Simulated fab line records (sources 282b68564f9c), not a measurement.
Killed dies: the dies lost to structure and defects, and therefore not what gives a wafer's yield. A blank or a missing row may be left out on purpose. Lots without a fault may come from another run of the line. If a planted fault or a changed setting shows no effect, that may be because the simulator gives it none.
Code-filled problem report in 8D (eight disciplines) form	flow rit cmos	the parts of the form that need people (team, actions taken, sign-off) are left out

## 1. THE ISSUE
Across 6 wafers from 2 lots, PSD_RS at RIT_SDANNEAL_RS_MEAS_04 averages 93.76 ohm/sq, while fault-free wafers read 115.55 ohm/sq with a standard deviation of 0.27. That is -81 standard deviations from the usual mean.
The step: measures by four-point-probe.
First seen on wafer L847.3, day 5 20:07, on film metro-03. Wafers with a number at this step in the record: 42, from 14 lots. Rule for "out", or "out of limits": more than 4 standard deviations from the usual mean. The rest of the wafers with a number are treated as sound.

## 2. WHAT IT IS, AND WHAT IT ISN'T
question	is	is not
which readings at this step	PSD_RS	-
which lots	L847, L849	L834, L835, L836, L837, L839, L841, L843, L844, L850, L852, L854, L856
which wafers of those lots	all that have a number	-
read on which gauges	film metro-01, film metro-03	film metro-02
when	from day 5 20:07	up to then (24 sound wafers); but 12 sound wafers of L850, L852, L854, L856 came after

## 3. WHAT RULES OUT EACH SUSPECT
Counting: a tool at a process step up to the reading stays a suspect if it ran every lot that is out and no sound lot after the first of them.
- the gauge at RIT_SDANNEAL_RS_MEAS_04 is ruled out. Those wafers that are out were read across 2 gauges (film metro-01, film metro-03).
- plasma asher-03 at RIT_NWELL_STRIP_09 (strips in O2, time 180 s): ruled out as a lasting fault. After its first lot that is out, L847 (day 4 15:15), sound lots L850, L856 ran on it.
- rtp anneal-01 at RIT_SDANNEAL_RTA_03 (time 5 s): kept. All lots that are out passed through it, beginning with L847 at day 5 20:02, and no sound lot followed; its final sound lot before that point was L843 at day 5 06:58. Out on those wafers are its own readings of wafer_temp_C_max.
The count leaves rtp anneal-01 at RIT_SDANNEAL_RTA_03.

## 4. THE CAUSE (what the simulator had put in)
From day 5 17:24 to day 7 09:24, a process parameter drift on rtp anneal-01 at RIT_SDANNEAL_RTA_03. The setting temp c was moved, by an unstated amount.
This tool alone remained once counting was done.

## 5. SEQUENCE OF EFFECTS, ordered by route
Rows list readings where the struck wafers' mean (over those with a number) sits beyond 3 standard deviations from the usual. Scope: only readings with a usual standard deviation given in the record; hours: median across lots of the time from each lot's start at the first step in this table that gives one to its start at this step; sigmas: change in usual standard deviations.
hours	step	reading	usual	on struck wafers	change	sigmas
0	RIT_SDANNEAL_RTA_03	wafer_temp_C_max	1053.7	1086.6	+32.9	+27
0	RIT_SDANNEAL_RS_MEAS_04	PSD_RS	115.55 ohm/sq	93.76	-21.79	-81
0	RIT_SDANNEAL_RS_MEAS_05	NSD_RS	86.0 ohm/sq	84.5	-1.5	-4.7
0	RIT_SDANNEAL_RS_MEAS_06	PLDD_RS	178.6 ohm/sq	159.6	-19.0	-38
Here are the process steps it includes:
- RIT_SDANNEAL_RTA_03: time 5 s.

## 6. WHAT WOULD HAVE CAUGHT IT SOONER
The first out-of-limits reading at a measuring or inspecting step in this record came at day 5 20:07, 3 hours after the fault's start at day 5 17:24.
At RIT_SDANNEAL_RTA_03, the tool's own readings (wafer_temp_C_max) were out on each struck wafer the step has a row for, so an alarm limit on them would have fired on the first such wafer.
Lots out: 2; of these, L849 started RIT_SDANNEAL_RTA_03 on rtp anneal-01 after day 5 20:07. Putting the tool on hold at that point would have spared it.
